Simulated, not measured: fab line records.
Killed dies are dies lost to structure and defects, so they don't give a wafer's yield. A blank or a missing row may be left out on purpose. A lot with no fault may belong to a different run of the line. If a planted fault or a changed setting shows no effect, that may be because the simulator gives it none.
Which of the tools did it?	flow rit_cmos	7 lots, 21 wafers sampled, at 2 steps of a route of 202

WHAT THE GAUGES SHOWED, per wafer
RIT_REOX_THK_MEAS_04.
lot	measured	on	REOX_OXIDE_THK (nm)
L227	day 2 23:04	film_metro-03	24.2 24.3 24.6
L229	day 3 06:37	film_metro-02	25.1 24.8 24.9
L231	day 3 19:19	film_metro-04	25.2 25.2 25.2
L233	day 4 03:13	film_metro-03	28.7 28.6 28.9
L235	day 4 14:01	film_metro-04	29.7 29.1 29.0
L244	day 6 15:59	film_metro-02	25.2 24.7 24.9
L246	day 7 00:52	film_metro-04	24.7 24.7 24.8

TOOL THAT RAN EACH LOT (tool first, then ch and the chambers of the sampled wafers, then the start)
lot	RIT_REOX_OXIDATION_03
L227	furnace-03 ch 0, day 2 20:31
L229	furnace-01 ch 0, day 3 04:04
L231	furnace-01 ch 0, day 3 16:45
L233	furnace-01 ch 0, day 4 00:40
L235	furnace-01 ch 0, day 4 11:28
L244	furnace-03 ch 0, day 6 13:26
L246	furnace-03 ch 0, day 6 22:19
- RIT_REOX_OXIDATION_03: target thk 25.2 nm, ox time 5580 s.

THE ANSWER, worked out from the rows above alone
Rule: the lots themselves supply what counts as usual. The widest of any qualifying gaps counts: lots, ordered by their means at a reading, are off when they make up no more than a third of the lots, leave a main group of 4 or more, and stand apart from it by 3 or more times the standard deviation of that group's means. A main group whose means are all the same, to the digits that the tables above print for the reading, isn't used. Also off: a lot with no number at a reading for which 4 or more lots have one. Any other lot the step has rows for is counted as sound.
Off: at RIT_REOX_THK_MEAS_04 (REOX_OXIDE_THK), L233, L235. For the main group the mean is 24.8 nm and the standard deviation 0.28.
A tool fits if, at a process step before that reading, it ran every lot that is off, and no sound lot after the first of them. The gauges at RIT_REOX_THK_MEAS_04 are tried like those tools. One fits: furnace-01 at RIT_REOX_OXIDATION_03. Its last sound lot is L231 (day 3 16:45), its first lot that is off L233 (day 4 00:40): a fault that began between those two fits.

WHAT THE SIMULATOR HAD PUT IN
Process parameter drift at RIT_REOX_OXIDATION_03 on furnace-01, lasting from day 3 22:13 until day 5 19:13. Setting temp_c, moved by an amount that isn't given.
Struck lots among those shown: L233, L235. The rule above reached the same finding.
